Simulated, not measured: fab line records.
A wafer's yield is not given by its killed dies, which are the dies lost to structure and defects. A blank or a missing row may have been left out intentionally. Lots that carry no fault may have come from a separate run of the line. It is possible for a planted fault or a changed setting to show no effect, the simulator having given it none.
fab line records	flow berkeleyCmos170
record: lots: 5	wafers: 23
route steps=331 shown ZERO@12 NWELL@27 PFIELD@86 GATE@130 NSD@191 CONTACT@226 M1@238
startH: hours from the record's opening day to when the first of the lot's shown wafers began	waitH: hours from the lot's prior step to this one	" the same as in the row above	L1.1+2: one row covering several wafers at once	- no value, or no start given	* or withheld: withheld	< > ~ a bound
route shown NAME@n: a module of which the file shows steps, and the number in the route of the first	usual: average and standard deviation across the fault-free wafers	same: alike in all rows	chamber/n: place in a boat	sites: the reading at each site	_std_site: their standard deviation	_edge_site: mean of outer sites minus mean of inner sites	radiusMm: for every site, how far away it sits from the centre of the wafer	mask NAME#n: copy n	behind: the tool/chamber that last shaped the wafer	hold: reason for holding the lot/hours on hold/outcome of the hold	device: whichever transistor did not switch (one of n, p or np)	end of line: the tests these same wafers got at the end of their route	for a step that has no rows: nothing shown but its recipe	killed: the dies lost at the first sort to structure and to defects; this is not the yield of the wafer	map: dies across one wafer; x = killed, . = not, _ = none there
set.NAME: the setting as run; set.NAME@STEP: as run at that earlier step	model.NAME: the simulator's own value behind a step, which no gauge read
lots with deliberately changed settings; one table per step, one row per wafer
== steps ==
step: UCB170_ZERO_ETCH_06
recipe: chemistry: CHF3/CF4/Ar	target: SiO2	timeS: 12	pressureMtorr: 100	rfW: 500	CHF3_flow_sccm: 50	cf4FlowSccm: 10	Ar_flow_sccm: 120	overEtchFrac: 1.58
usual: oesProductAu: 0.617/0.0086
lot.wafer	tool	chamber	startH	waitH	set.timeS	oesProductAu
L076.1	rieDiel-03	2	30.62	-	12	0.621
L076.2	"	3	"	"	13.13	0.603
L076.3	"	1	"	"	12	0.627
L076.5	"	3	"	"	13.13	0.604
L076.6	"	0	"	"	12	0.615
L079.2	rieDiel-03	2	47.62	-	12	0.619
L079.3	"	0	"	"	12	0.612
L079.5	"	1	"	"	12	0.623
L080.1	rieDiel-04	2	47.83	-	12	0.627
L080.2	"	1	"	"	13.23	0.583
L080.3	"	3	"	"	12	0.621
L080.5	"	1	"	"	13.23	0.587
L080.6	"	2	"	"	12	0.620
L082.1	rieDiel-03	1	59.46	-	12	0.628
L082.2	"	3	"	"	12	0.613
L082.3	"	2	"	"	12	0.622
L082.4	"	0	"	"	12	0.609
L082.5	"	3	"	"	12	0.612
L084.2	rieDiel-02	3	71.45	-	12	0.624
L084.3	"	1	"	"	12	0.617
L084.4	"	2	"	"	12	0.614
L084.5	"	1	"	"	12	0.614
L084.6	"	0	"	"	12	0.617
step: UCB170_NWELL_ETCH_13
recipe: chemistry: CH3F/Ar/O2	target: Si3N4	stopOn: SiO2	CH3F_flow_sccm: 20	Ar_flow_sccm: 50	O2_flow_sccm: 7	pressureMtorr: 50	rfW: 450	targetDepthA: 2464	overEtchFrac: 0.1	timeS: 154
lot.wafer	tool	chamber	startH	waitH	set.timeS	model.KrF_of_NWELL_COAT_07.thkNm
L076.1	rieDiel-04	1	43.77	0.0	154	720.6
L076.2	"	3	"	"	169.4	705.3
L076.3	"	2	"	"	169.4	709.1
L076.5	"	1	"	"	169.4	702.7
L076.6	"	2	"	"	154	726.1
L079.2	rieDiel-04	3	59.96	0.0	154	722.8
L079.3	"	1	"	"	154	717.7
L079.5	"	3	"	"	154	723.5
L080.1	rieDiel-01	2	60.23	0.0	154	723.6
L080.2	"	3	"	"	154	726.4
L080.3	"	1	"	"	154	726.6
L080.5	"	0	"	"	166.4	711.6
L080.6	"	1	"	"	166.4	713.3
L082.1	rieDiel-03	3	75.85	0.0	154	722
L082.2	"	2	"	"	154	724.9
L082.3	"	1	"	"	154	721.4
L082.4	"	0	"	"	154	721.6
L082.5	"	2	"	"	154	719.2
L084.2	rieDiel-04	2	81.50	0.0	154	723.3
L084.3	"	0	"	"	154	720.7
L084.4	"	2	"	"	154	722.6
L084.5	"	3	"	"	154	723.1
L084.6	"	0	"	"	154	724.5
step: UCB170_NWELL_IMPLANT_14
recipe: species: P	doseCm2: 1e+13	energyKev: 150	tiltDeg: 7
step: UCB170_NWELL_STRIP_15
recipe: chemistry: O2	powerW: 400	pressureMtorr: 3500	platenTempC: withheld	o2FlowSccm: 400	overashFraction: 0.5
usual: stripTimeToEndpointS: 18.02/0.06
lot.wafer	tool	chamber	startH	waitH	set.timeS@NWELL_ETCH_13	stripTimeToEndpointS
L076.1	plasmaAsher-04	0	44.02	0.1	154	18.01
L076.2	"	1	"	"	169.4	17.62
L076.3	"	1	"	"	169.4	17.73
L076.5	"	1	"	"	169.4	17.56
L076.6	"	0	"	"	154	18.13
L079.2	plasmaAsher-04	1	60.21	0.1	154	18.03
L079.3	"	1	"	"	154	17.91
L079.5	"	0	"	"	154	18.05
L080.1	plasmaAsher-02	0	60.48	0.1	154	18.05
L080.2	"	1	"	"	154	18.12
L080.3	"	0	"	"	154	18.13
L080.5	"	0	"	"	166.4	17.78
L080.6	"	1	"	"	166.4	17.81
L082.1	plasmaAsher-02	0	76.10	0.1	154	18.02
L082.2	"	1	"	"	154	18.09
L082.3	"	0	"	"	154	18.02
L082.4	"	1	"	"	154	18.01
L082.5	"	1	"	"	154	17.96
L084.2	plasmaAsher-04	1	81.75	0.1	154	18.07
L084.3	"	0	"	"	154	18.01
L084.4	"	1	"	"	154	18.04
L084.5	"	0	"	"	154	18.06
L084.6	"	1	"	"	154	18.07
step: UCB170_PFIELD_IMPLANT_07
recipe: species: B	doseCm2: 2e+13	energyKev: 80	tiltDeg: 7
lot.wafer	tool	chamber	startH	waitH	set.doseCm2
L076.1+5	implanter-02	0	88.53	0.0	2e+13
L076.2+3+6	"	0	"	"	1.926e+13
L079.2+3+5	implanter-01	0	109.10	0.0	2e+13
L080.1+2+3+5+6	implanter-03	0	111.36	0.0	2e+13
L082.1+2+4	implanter-02	0	119.39	0.0	1.851e+13
L082.3+5	"	0	"	"	2e+13
L084.2+6	implanter-01	0	133.05	0.0	2.039e+13
L084.3+4+5	"	0	"	"	2e+13
step: UCB170_PFIELD_STRIP_08
recipe: chemistry: O2	powerW: 400	pressureMtorr: 3500	platenTempC: withheld	o2FlowSccm: 400	overashFraction: 0.5
step: UCB170_PFIELD_TW_MEAS_09
usual: PFIELD_TW: 598/4.8
lot.wafer	tool	chamber	startH	waitH	set.doseCm2@PFIELD_IMPLANT_07	PFIELD_TW
L076.1	filmMetro-03	-	88.78	0.1	2e+13	591
L076.2	"	-	"	"	1.926e+13	587
L076.3	"	-	"	"	1.926e+13	585
L076.5	"	-	"	"	2e+13	592
L076.6	"	-	"	"	1.926e+13	588
L079.2	filmMetro-02	-	109.34	0.1	2e+13	600
L079.3	"	-	"	"	2e+13	597
L079.5	"	-	"	"	2e+13	597
L080.1	filmMetro-03	-	111.87	0.3	2e+13	593
L080.2	"	-	"	"	2e+13	593
L080.3	"	-	"	"	2e+13	592
L080.5	"	-	"	"	2e+13	593
L080.6	"	-	"	"	2e+13	592
L082.1	filmMetro-01	-	119.64	0.1	1.851e+13	593
L082.2	"	-	"	"	1.851e+13	591
L082.3	"	-	"	"	2e+13	605
L082.4	"	-	"	"	1.851e+13	593
L082.5	"	-	"	"	2e+13	607
L084.2	filmMetro-02	-	133.28	0.1	2.039e+13	603
L084.3	"	-	"	"	2e+13	594
L084.4	"	-	"	"	2e+13	594
L084.5	"	-	"	"	2e+13	596
L084.6	"	-	"	"	2.039e+13	601
step: UCB170_GATE_CVD_04
recipe: material: poly-Si	tempC: 610	precursor: SiH4	timeS: 1440	pressureMtorr: 375	targetThkNm: 214	sih4FlowSccm: 120
lot.wafer	tool	chamber	startH	waitH	set.tempC	model.poly-Si_of_GATE_CVD_04.thkNm
L076.1	-	-	-	0.0	621.3	283.1
L076.2	"	-	"	"	621.3	284.6
L076.3	"	-	"	"	621.3	283
L076.5	"	-	"	"	621.3	284.8
L076.6	"	-	"	"	621.3	283.5
L079.2+5	lpcvd-01	1	152.16	0.0	610	217.2
L079.3	"	1	"	"	610	218.3
L080.1	-	-	-	0.0	594.3	145.4
L080.2	"	-	"	"	594.3	146.4
L080.3	"	-	"	"	594.3	146
L080.5+6	"	-	"	"	594.3	147.1
L082.1+5	-	-	-	0.3	598.2	163.5
L082.2	"	-	"	"	598.2	163.7
L082.3	"	-	"	"	598.2	163
L082.4	"	-	"	"	598.2	162.1
L084.2	-	-	-	0.0	604.5	187.5
L084.3	"	-	"	"	604.5	188.3
L084.4	"	-	"	"	604.5	187.6
L084.5	"	-	"	"	604.5	188
L084.6	"	-	"	"	604.5	189.7
step: UCB170_GATE_THK_MEAS_05
recipe: reads: poly-Si_of_GATE_CVD_04
usual: GATE_POLY_THK: 216.0/2.6
lot.wafer	tool	chamber	startH	waitH	set.tempC@GATE_CVD_04	GATE_POLY_THK[nm]
L076.1	filmMetro-04	-	-	-	621.3	283.2
L076.2	"	-	"	"	621.3	284.7
L076.3	"	-	"	"	621.3	283.0
L076.5	"	-	"	"	621.3	284.8
L076.6	"	-	"	"	621.3	283.3
L080.1	filmMetro-01	-	-	-	594.3	145.5
L080.2	"	-	"	"	594.3	146.5
L080.3	"	-	"	"	594.3	146.0
L080.5	"	-	"	"	594.3	147.1
L080.6	"	-	"	"	594.3	147.1
L079.2	filmMetro-04	-	153.57	0.0	610	217.1
L079.3	"	-	"	"	610	218.4
L079.5	"	-	"	"	610	217.1
L082.1	filmMetro-02	-	-	-	598.2	163.6
L082.2	"	-	"	"	598.2	163.7
L082.3	"	-	"	"	598.2	163.0
L082.4	"	-	"	"	598.2	162.2
L082.5	"	-	"	"	598.2	163.7
L084.2	filmMetro-02	-	-	-	604.5	187.8
L084.3	"	-	"	"	604.5	188.3
L084.4	"	-	"	"	604.5	187.6
L084.5	"	-	"	"	604.5	188.1
L084.6	"	-	"	"	604.5	189.7
step: UCB170_GATE_COAT_07
recipe: resist: KrF	spinRpm: 1500	resistThkNm: 900
lot.wafer	tool	chamber	startH	waitH	set.spinRpm	model.KrF_of_GATE_COAT_07.thkNm
L076.1+3	lithoTrack-03	0	-	-	1500	902.1
L076.2	"	0	"	"	1500	901.5
L076.5	"	0	"	"	1500	902.6
L076.6	"	0	"	"	1500	904.1
L079.2	lithoTrack-03	0	-	-	1500	899.3
L079.3	"	0	"	"	1500	900.4
L079.5	"	0	"	"	1500	899.9
L080.1	lithoTrack-02	0	-	-	1601	874.4
L080.2	"	0	"	"	1601	876.1
L080.3	"	0	"	"	1500	903.4
L080.5	"	0	"	"	1601	873.2
L080.6	"	0	"	"	1500	903.9
L082.1	lithoTrack-03	0	-	-	1500	897.2
L082.2	"	0	"	"	1568	880.5
L082.3	"	0	"	"	1568	882.2
L082.4	"	0	"	"	1500	896.5
L082.5	"	0	"	"	1568	879.7
L084.2	lithoTrack-02	0	-	-	1500	902.3
L084.3	"	0	"	"	1500	901.2
L084.4	"	0	"	"	1500	901.9
L084.5	"	0	"	"	1454	919.3
L084.6	"	0	"	"	1454	916.6
step: UCB170_GATE_ETCH_15
recipe: chemistry: HBr/Cl2	target: poly-Si	stopOn: SiO2	overEtchFrac: 0.3	icpW: 300	biasW: 150	timeS: 56.3	pressureMtorr: 15	HBr_flow_sccm: 150	Cl2_flow_sccm: 50	targetDepthA: 2782
usual: oesProductAu: 0.843/0.014
lot.wafer	tool	chamber	startH	waitH	set.overEtchFrac	set.tempC@GATE_CVD_04	set.spinRpm@GATE_COAT_07	oesProductAu	model.etch.depthNm	model.GATE.featureDepthNm	model.KrF_of_GATE_COAT_07.thkNm
L076.1	rieSi-02	3	132.25	-	0.3565	621.3	1500	1.002	-	283.1	775.8
L076.2	"	0	"	"	0.3565	621.3	1500	0.987	-	284.6	774.6
L076.3	"	1	"	"	0.3	621.3	1500	0.996	273.4	273.4	780.5
L076.5	"	2	"	"	0.3565	621.3	1500	0.972	284.8	284.8	775.5
L076.6	"	3	"	"	0.3	621.3	1500	1.002	-	271.9	783
L079.2	rieSi-02	3	154.99	-	0.3	610	1500	0.861	217.2	217.2	776.4
L079.3	"	0	"	"	0.3	610	1500	0.852	218.3	218.3	777
L079.5	"	1	"	"	0.3	610	1500	0.850	217.2	217.2	777.7
L080.1	rieSi-02	0	155.04	-	0.3287	594.3	1601	0.653	-	145.5	749.3
L080.2	"	1	"	"	0.3	594.3	1601	0.668	146.4	146.4	753
L080.3	"	3	"	"	0.3287	594.3	1500	0.667	146	146.1	778.5
L080.5	"	1	"	"	0.3	594.3	1601	0.664	-	147.1	750.7
L080.6	"	0	"	"	0.3287	594.3	1500	0.654	-	147.2	777.4
L082.1	rieSi-02	0	159.68	-	0.3361	598.2	1500	0.692	163.5	163.7	769.7
L082.2	"	3	"	"	0.3	598.2	1568	0.719	163.7	163.7	756.7
L082.3	"	1	"	"	0.3361	598.2	1568	0.686	163	163.1	757.3
L082.4	"	2	"	"	0.3	598.2	1500	0.705	162.1	162.1	773.4
L082.5	"	0	"	"	0.3361	598.2	1568	0.690	163.5	163.7	751.4
L084.2	rieSi-02	2	170.16	-	0.383	604.5	1500	0.736	187.5	187.8	772.9
L084.3	"	3	"	"	0.3	604.5	1500	0.783	188.3	188.3	779.5
L084.4	"	0	"	"	0.3	604.5	1500	0.770	187.6	187.6	778.9
L084.5	"	3	"	"	0.383	604.5	1454	0.755	188	188.2	790.7
L084.6	"	2	"	"	0.3	604.5	1454	0.774	189.7	189.7	794.4
step: UCB170_NSD_PEB_04
recipe: pebTempC: 130	pebTimeS: withheld	resist: KrF
lot.wafer	tool	chamber	startH	waitH	set.pebTempC
L076.1+5+6	lithoTrack-01	0	147.01	0.6	128.2
L076.2+3	"	0	"	"	130
L079.2+3+5	lithoTrack-01	0	167.20	0.8	130
L080.1+2+5	lithoTrack-03	0	167.44	0.7	130
L080.3+6	"	0	"	"	131.9
L082.1+2+3+4+5	lithoTrack-03	0	172.44	0.3	130
L084.2+3+4	lithoTrack-03	0	183.23	0.4	133.6
L084.5+6	"	0	"	"	130
step: UCB170_NSD_DEVELOP_05
recipe: developer: TMAH	developTimeS: 45	resist: KrF	devTempC: 21
step: UCB170_NSD_CD_MEAS_06
recipe: targetCdNm: 1200
usual: cdNm: 1200.1/1.4
lot.wafer	tool	chamber	startH	waitH	set.pebTempC@NSD_PEB_04	cdNm
L076.1	cdSem-01	-	147.28	-	128.2	1186.9
L076.2	"	-	"	"	130	1201.2
L076.3	"	-	"	"	130	1201.2
L076.5	"	-	"	"	128.2	1187.7
L076.6	"	-	"	"	128.2	1188.1
L079.2	cdSem-01	-	167.47	-	130	1201.7
L079.3	"	-	"	"	130	1199.7
L079.5	"	-	"	"	130	1200.9
L080.1	cdSem-02	-	167.72	-	130	1200.9
L080.2	"	-	"	"	130	1199.7
L080.3	"	-	"	"	131.9	1211.2
L080.5	"	-	"	"	130	1200.1
L080.6	"	-	"	"	131.9	1211.7
L082.1	cdSem-02	-	172.72	-	130	1200.6
L082.2	"	-	"	"	130	1200.7
L082.3	"	-	"	"	130	1199.7
L082.4	"	-	"	"	130	1199.3
L082.5	"	-	"	"	130	1199.2
L084.2	cdSem-01	-	183.50	-	133.6	1224.4
L084.3	"	-	"	"	133.6	1222.5
L084.4	"	-	"	"	133.6	1221.1
L084.5	"	-	"	"	130	1203.6
L084.6	"	-	"	"	130	1203.4
step: UCB170_CONTACT_COAT_10
recipe: resist: KrF	spinRpm: 1500	resistThkNm: 900
lot.wafer	tool	chamber	startH	waitH	set.resistThkNm	model.KrF_of_CONTACT_COAT_10.thkNm
L076.1	lithoTrack-02	0	-	-	881.9	882.9
L076.2	"	0	"	"	900	902.7
L076.3	"	0	"	"	900	901.9
L076.5	"	0	"	"	900	903.4
L076.6	"	0	"	"	881.9	885.9
L079.2	lithoTrack-02	0	-	-	900	902.8
L079.3	"	0	"	"	900	901.3
L079.5	"	0	"	"	900	901.4
L080.1	lithoTrack-04	0	-	-	932.7	933.4
L080.2	"	0	"	"	900	900.3
L080.3	"	0	"	"	932.7	931.7
L080.5	"	0	"	"	900	900.2
L080.6	"	0	"	"	932.7	935.1
L082.1	lithoTrack-02	0	-	-	900	901.1
L082.2	"	0	"	"	900	903.6
L082.3	"	0	"	"	900	904.8
L082.4	"	0	"	"	900	905
L082.5	"	0	"	"	900	905.7
L084.2	lithoTrack-02	0	-	-	900	904.7
L084.3	"	0	"	"	867.6	866.8
L084.4	"	0	"	"	867.6	870.8
L084.5	"	0	"	"	867.6	867.8
L084.6	"	0	"	"	900	897.8
step: UCB170_M1_SPUTTER_00
recipe: material: Al	targetThkNm: 600	timeS: 80	powerW: 6000	chamberPressurePa: 0.5
lot.wafer	tool	chamber	startH	waitH	set.timeS	model.Al_of_M1_SPUTTER_00.thkNm
L076.1	pvdSputter-03	-	155.33	0.0	90.15	682.7
L076.2	"	-	"	"	90.15	681.4
L076.3	"	-	"	"	80	606.2
L076.5	"	-	"	"	80	602.6
L076.6	"	-	"	"	90.15	685.1
L079.2	pvdSputter-04	-	175.68	0.0	80	603.9
L079.3+5	"	-	"	"	80	605.5
L080.1	pvdSputter-03	-	177.44	0.0	75.37	575.4
L080.2	"	-	"	"	80	602.5
L080.3	"	-	"	"	80	602
L080.5	"	-	"	"	75.37	568.9
L080.6	"	-	"	"	75.37	573
L082.1	pvdSputter-03	-	179.62	0.0	80	590.3
L082.2	"	-	"	"	80	594.8
L082.3	"	-	"	"	80	594.5
L082.4	"	-	"	"	80	592
L082.5	"	-	"	"	80	592.1
L084.2	pvdSputter-03	-	191.42	0.0	80	596.6
L084.3	"	-	"	"	80	596.7
L084.4	"	-	"	"	83.11	623.1
L084.5	"	-	"	"	80	597.8
L084.6	"	-	"	"	83.11	626.2
step: UCB170_M1_RS_MEAS_01
recipe: thkMeasGauge: four-point-probe	reads: Al_of_M1_SPUTTER_00
usual: M1_AL_RS: 0.0481/0.00052
lot.wafer	tool	chamber	startH	waitH	set.timeS@M1_SPUTTER_00	M1_AL_RS[ohm/sq]
L076.1	filmMetro-03	-	155.39	0.0	90.15	0.0426
L076.2	"	-	"	"	90.15	0.0426
L076.3	"	-	"	"	80	0.0481
L076.5	"	-	"	"	80	0.0483
L076.6	"	-	"	"	90.15	0.0423
L079.2	filmMetro-03	-	175.76	0.1	80	0.0482
L079.3	"	-	"	"	80	0.0480
L079.5	"	-	"	"	80	0.0480
L080.1	filmMetro-02	-	177.51	0.0	75.37	0.0506
L080.2	"	-	"	"	80	0.0482
L080.3	"	-	"	"	80	0.0484
L080.5	"	-	"	"	75.37	0.0511
L080.6	"	-	"	"	75.37	0.0508
L082.1	filmMetro-03	-	179.68	0.0	80	0.0493
L082.2	"	-	"	"	80	0.0489
L082.3	"	-	"	"	80	0.0490
L082.4	"	-	"	"	80	0.0492
L082.5	"	-	"	"	80	0.0491
L084.2	filmMetro-02	-	191.50	0.1	80	0.0487
L084.3	"	-	"	"	80	0.0487
L084.4	"	-	"	"	83.11	0.0466
L084.5	"	-	"	"	80	0.0486
L084.6	"	-	"	"	83.11	0.0464
step: UCB170_M1_THK_MEAS_02
recipe: thkMeasGauge: xrf	reads: Al_of_M1_SPUTTER_00
usual: M1_AL_THK: 597/7.3
lot.wafer	tool	chamber	startH	waitH	set.timeS@M1_SPUTTER_00	M1_AL_THK[nm]
L076.1	filmMetro-03	-	155.51	0.1	90.15	676
L076.2	"	-	"	"	90.15	672
L076.3	"	-	"	"	80	599
L076.5	"	-	"	"	80	596
L076.6	"	-	"	"	90.15	676
L079.2	filmMetro-03	-	175.87	0.1	80	594
L079.3	"	-	"	"	80	595
L079.5	"	-	"	"	80	597
L080.1	filmMetro-02	-	177.63	0.1	75.37	563
L080.2	"	-	"	"	80	592
L080.3	"	-	"	"	80	590
L080.5	"	-	"	"	75.37	559
L080.6	"	-	"	"	75.37	564
L082.1	filmMetro-03	-	179.80	0.1	80	584
L082.2	"	-	"	"	80	587
L082.3	"	-	"	"	80	586
L082.4	"	-	"	"	80	584
L082.5	"	-	"	"	80	585
L084.2	filmMetro-02	-	191.61	0.1	80	585
L084.3	"	-	"	"	80	585
L084.4	"	-	"	"	83.11	609
L084.5	"	-	"	"	80	588
L084.6	"	-	"	"	83.11	615
step: UCB170_M1_METAL_ETCH_12
recipe: chemistry: Cl2/BCl3	target: Al	stopOn: PSG	pressureMtorr: 12	targetDepthA: 7800	overEtchFrac: 0.3	timeS: 130	icpW: 600	biasW: 120	Cl2_flow_sccm: 90	bcl3FlowSccm: 45
usual: oesProductAu: 0.859/0.011
lot.wafer	tool	chamber	startH	waitH	set.pressureMtorr	set.timeS@M1_SPUTTER_00	oesProductAu
L076.1	rieMetal-04	0	157.39	-	11.13	90.15	0.923
L076.2	"	1	"	"	11.13	90.15	0.913
L076.3	"	0	"	"	11.13	80	0.871
L076.5	"	1	"	"	11.13	80	0.856
L076.6	"	0	"	"	11.13	90.15	0.924
L079.2	rieMetal-01	0	176.96	-	12	80	0.849
L079.3	"	0	"	"	12	80	0.851
L079.5	"	0	"	"	12	80	0.852
L080.1	rieMetal-04	1	178.85	-	12.8	75.37	0.830
L080.2	"	0	"	"	12.8	80	0.860
L080.3	"	1	"	"	12.8	80	0.854
L080.5	"	0	"	"	12.8	75.37	0.832
L080.6	"	1	"	"	12.8	75.37	0.830
L082.1	rieMetal-01	0	181.23	-	12	80	0.832
L082.2	"	1	"	"	12	80	0.863
L082.3	"	0	"	"	12	80	0.835
L082.4	"	1	"	"	12	80	0.863
L082.5	"	1	"	"	12	80	0.864
L084.2	rieMetal-01	0	193.88	-	12.62	80	0.845
L084.3	"	1	"	"	12.62	80	0.870
L084.4	"	0	"	"	12.62	83.11	0.870
L084.5	"	0	"	"	12.62	80	0.845
L084.6	"	1	"	"	12.62	83.11	0.894
== key ==
split: step: UCB170_ZERO_ETCH_06	setting: timeS	stated: 12	by: wafer
response: step: UCB170_ZERO_ETCH_06	reading: oesProductAu	change: -0.00285	per: 1%	r: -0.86
split: step: UCB170_NWELL_ETCH_13	setting: timeS	stated: 154	by: wafer
response: step: UCB170_NWELL_ETCH_13	reading: model.KrF_of_NWELL_COAT_07.thkNm	change: -1.71	per: 1%	r: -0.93
response: step: UCB170_NWELL_STRIP_15	reading: stripTimeToEndpointS	change: *	per: 1%	r: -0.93
split: step: UCB170_PFIELD_IMPLANT_07	setting: doseCm2	stated: 2e+13	by: wafer
response: step: UCB170_PFIELD_TW_MEAS_09	reading: PFIELD_TW	change: +1.89	per: 1%	r: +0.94
split: step: UCB170_GATE_CVD_04	setting: tempC	stated: 610	by: lot
response: step: UCB170_GATE_CVD_04	reading: model.poly-Si_of_GATE_CVD_04.thkNm	change: +31.1	per: 1%	r: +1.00
response: step: UCB170_GATE_THK_MEAS_05	reading: GATE_POLY_THK	change: +31.1	per: 1%	r: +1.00
response: step: UCB170_GATE_ETCH_15	reading: oesProductAu	change: +0.076	per: 1%	r: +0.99
response: step: UCB170_GATE_ETCH_15	reading: model.etch.depthNm	change: +29.8	per: 1%	r: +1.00
response: step: UCB170_GATE_ETCH_15	reading: model.GATE.featureDepthNm	change: +30.2	per: 1%	r: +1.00
split: step: UCB170_GATE_COAT_07	setting: spinRpm	stated: 1500	by: wafer
response: step: UCB170_GATE_COAT_07	reading: model.KrF_of_GATE_COAT_07.thkNm	change: -4.23	per: 1%	r: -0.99
response: step: UCB170_GATE_ETCH_15	reading: model.KrF_of_GATE_COAT_07.thkNm	change: -4.03	per: 1%	r: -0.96
split: step: UCB170_GATE_ETCH_15	setting: overEtchFrac	stated: 0.3	by: wafer
response none clear
split: step: UCB170_NSD_PEB_04	setting: pebTempC	stated: 130	by: wafer
response: step: UCB170_NSD_CD_MEAS_06	reading: cdNm	change: +7.55	per: 1%	r: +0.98
split: step: UCB170_CONTACT_COAT_10	setting: resistThkNm	stated: 900	by: wafer
response: step: UCB170_CONTACT_COAT_10	reading: model.KrF_of_CONTACT_COAT_10.thkNm	change: +9.12	per: 1%	r: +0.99
split: step: UCB170_M1_SPUTTER_00	setting: timeS	stated: 80	by: wafer
response: step: UCB170_M1_SPUTTER_00	reading: model.Al_of_M1_SPUTTER_00.thkNm	change: +6.1	per: 1%	r: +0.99
response: step: UCB170_M1_RS_MEAS_01	reading: M1_AL_RS	change: -0.000456	per: 1%	r: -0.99
response: step: UCB170_M1_THK_MEAS_02	reading: M1_AL_THK	change: +5.95	per: 1%	r: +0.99
response: step: UCB170_M1_METAL_ETCH_12	reading: oesProductAu	change: +0.0047	per: 1%	r: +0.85
split: step: UCB170_M1_METAL_ETCH_12	setting: pressureMtorr	stated: 12	by: lot
response none clear
